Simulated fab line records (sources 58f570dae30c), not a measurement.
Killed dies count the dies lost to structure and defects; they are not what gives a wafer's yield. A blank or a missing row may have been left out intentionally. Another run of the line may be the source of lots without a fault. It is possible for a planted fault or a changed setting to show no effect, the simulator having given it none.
The tool behind it: which one? | flow berkeley-cmos170 | 14 lots with 42 wafers sampled at 5 steps, on a route of 331 steps

== WHAT THE GAUGES READ, wafer by wafer ==
UCB170_ACTIVE_OVL_MEAS_14. Usual: ACTIVE_OVL typically reads 0 nm, with standard deviation 5.7.
lot  | measured    | on         | ACTIVE_OVL (nm) | flag
L698 | day 5 11:47 | overlay-02 | -6 -9 1         |
L697 | day 5 11:57 | overlay-01 | 3 -4 3          |
L699 | day 5 20:22 | overlay-02 | 4 2 5           |
L701 | day 6 06:35 | overlay-02 | 2 -1 -11        |
L700 | day 6 06:49 | overlay-01 | 0 -1 3          |
L702 | day 6 15:27 | overlay-02 | -1 -1 -4        |
L705 | day 6 16:03 | overlay-02 | -12 -11 -2      |
L706 | day 7 17:41 | overlay-01 | 3 -1 1          |
L710 | day 7 18:44 | overlay-01 | 2 1 0           |
L712 | day 7 18:49 | overlay-02 | -6 -2 4         |
L713 | day 8 07:22 | overlay-02 | 6 -3 4          |
L714 | day 8 08:00 | overlay-02 | 1 -12 4         |
L716 | day 8 13:01 | overlay-01 | 11 3 7          |
L719 | day 9 10:10 | overlay-01 | 5 4 1           |

UCB170_NLDD_TW_MEAS_11. Usual: NLDD_TW typically reads 2217, with standard deviation 26.
lot  | measured     | on            | NLDD_TW        | flag
L698 | day 7 16:25  | film-metro-01 | 2205 2210 2204 |
L697 | day 8 01:46  | film-metro-01 | 2198 2192 2192 |
L699 | day 8 15:05  | film-metro-03 | 2244 2231 2224 |
L701 | day 8 18:29  | film-metro-01 | 2197 2199 2209 |
L700 | day 8 18:45  | film-metro-02 | 2267 2257 2263 |
L702 | day 9 14:50  | film-metro-01 | 2198 2182 2200 |
L705 | day 9 14:32  | film-metro-01 | 2212 2202 2194 |
L706 | day 10 09:29 | film-metro-02 | 2245 2258 2247 |
L710 | day 10 08:25 | film-metro-01 | 2189 2197 2184 |
L712 | day 10 10:41 | film-metro-01 | 2192 2196 2195 |
L713 | day 10 23:23 | film-metro-02 | 2239 2235 2253 |
L714 | day 10 23:05 | film-metro-03 | 2232 2239 2232 |
L716 | day 11 00:48 | film-metro-02 | 2247 2261 2251 |
L719 | day 12 03:08 | film-metro-03 | 2235 2235 2230 |

UCB170_V1_THK_MEAS_01. Usual: V1_TEOS_THK typically reads 1997 nm, with standard deviation 23.
lot  | measured     | on            | V1_TEOS_THK (nm) | flag
L698 | day 8 19:25  | film-metro-03 | 1988 1996 2007   |
L697 | day 8 22:26  | film-metro-04 | 1986 2028 2011   |
L699 | day 9 17:58  | film-metro-01 | 1983 1983 1986   |
L701 | day 9 19:19  | film-metro-01 | 1972 1990 2005   |
L700 | day 9 19:17  | film-metro-04 | 1973 2011 2018   |
L702 | day 10 15:51 | film-metro-04 | 2014 1985 1992   |
L705 | day 10 17:12 | film-metro-04 | 1946 1975 2011   |
L706 | day 11 10:50 | film-metro-03 | 1970 1987 1332   | OFF
L710 | day 11 10:47 | film-metro-04 | 1995 1993 1333   | OFF
L712 | day 11 12:09 | film-metro-03 | 1992 1953 1999   |
L713 | day 12 18:07 | film-metro-04 | 2023 1977 2007   |
L714 | day 11 21:04 | film-metro-01 | 1957 1941 1976   |
L716 | day 12 18:07 | film-metro-03 | 1983 1952 1990   |
L719 | day 12 23:18 | film-metro-04 | 2014 2003 2008   |

UCB170_V2_BOW_MEAS_03. Usual: V2_BOW typically reads 38 um, with standard deviation 7.
lot  | measured     | on            | V2_BOW (um) | flag
L698 | day 9 00:40  | film-metro-03 | 41 34 40    |
L697 | day 9 06:05  | film-metro-02 | 38 37 32    |
L699 | day 10 01:41 | film-metro-03 | 35 51 34    |
L701 | day 10 02:40 | film-metro-02 | 30 24 32    |
L700 | day 10 01:59 | film-metro-02 | 36 48 30    |
L702 | day 11 03:40 | film-metro-03 | 34 34 32    |
L705 | day 11 03:58 | film-metro-02 | 35 35 45    |
L706 | day 11 16:33 | film-metro-02 | 31 40 30    |
L710 | day 11 16:23 | film-metro-03 | 40 45 42    |
L712 | day 11 23:44 | film-metro-03 | 27 53 32    |
L713 | day 13 05:13 | film-metro-04 | 33 39 35    |
L714 | day 12 05:26 | film-metro-04 | 34 36 40    |
L716 | day 13 03:10 | film-metro-03 | 38 24 31    |
L719 | day 13 07:00 | film-metro-03 | 36 45 28    |

== EACH LOT AND THE TOOL THAT RAN IT (in order: tool; ch and the chambers of the sampled wafers; start) ==
lot  | UCB170_V1_CVD_00
L698 | pecvd-02 ch 0,1, day 8 19:14
L697 | pecvd-02 ch 1,2, day 8 22:16
L699 | pecvd-02 ch 1,2, day 9 17:48
L701 | pecvd-04 ch 1,2, day 9 19:08
L700 | pecvd-01 ch 0,1,2, day 9 19:08
L702 | pecvd-04 ch 0,2, day 10 15:42
L705 | pecvd-01 ch 0,1,2, day 10 17:02
L706 | pecvd-04 ch 0,1, day 11 10:39
L710 | pecvd-04 ch 0,1,2, day 11 10:29
L712 | pecvd-01 ch 0,1,2, day 11 11:59
L713 | pecvd-01 ch 0,1,2, day 12 17:58
L714 | pecvd-02 ch 1,2, day 11 20:54
L716 | pecvd-02 ch 0,1,2, day 12 17:58
L719 | pecvd-01 ch 0,1,2, day 12 23:08
- UCB170_V1_CVD_00: deposits SiO2 from TEOS/O2, target thk 2000 nm, time 250 s.

== WHAT THE TOOLS THEMSELVES READ (means of the sampled wafers that have a number; where no wafer has one, the mark that the record gives instead) ==
UCB170_V1_CVD_00. Usual: heater-power-w 236 W, standard deviation 77; rf-fwd-power-W 548.5 W, standard deviation 1.7.
lot  | tool     | heater-power-w (W) | rf-fwd-power-W (W) | flag
L698 | pecvd-02 | 212                | 550.2              |
L697 | pecvd-02 | 151                | 550.3              |
L699 | pecvd-02 | 135                | 548.7              |
L701 | pecvd-04 | 311                | 549.9              |
L700 | pecvd-01 | 223                | 547.4              |
L702 | pecvd-04 | 307                | 549.7              |
L705 | pecvd-01 | 240                | 548.6              |
L706 | pecvd-04 | 253                | 548.7              |
L710 | pecvd-04 | 290                | 547.5              |
L712 | pecvd-01 | 220                | 548.2              |
L713 | pecvd-01 | 222                | 547.2              |
L714 | pecvd-02 | 141                | 548.9              |
L716 | pecvd-02 | 190                | 548.4              |
L719 | pecvd-01 | 241                | 548.3              |

== THE ANSWER, worked out from the rows above alone ==
Rule: lot off if the mean of its wafers having a number is beyond 3 standard deviations from the usual mean. A lot without any number at a reading at which 4 lots or more have one is off too. Where the step has rows for the other lots, those lots are counted as sound. The gauges are gone through in route order, then the tools' own readings, and for those a lot's mean is taken as printed above. At the first step where some lot is off, the reading lying furthest off is the one used; lots without a number count as furthest.
Off: at UCB170_V1_THK_MEAS_01 (V1_TEOS_THK), L706, L710.
If a tool, at a process step before that reading, ran all the lots that are off and no sound lot after the first of them, it fits. The gauges at UCB170_V1_THK_MEAS_01 are tried like those tools. One fits: pecvd-04 at UCB170_V1_CVD_00. A fault onset in the window from L702 (day 10 15:42, its last sound lot) to L710 (day 11 10:29, its first lot off) fits.

== WHAT WAS PUT IN BY THE SIMULATOR ==
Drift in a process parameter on pecvd-04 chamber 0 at UCB170_V1_CVD_00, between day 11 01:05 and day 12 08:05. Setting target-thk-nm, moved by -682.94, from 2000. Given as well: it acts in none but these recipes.
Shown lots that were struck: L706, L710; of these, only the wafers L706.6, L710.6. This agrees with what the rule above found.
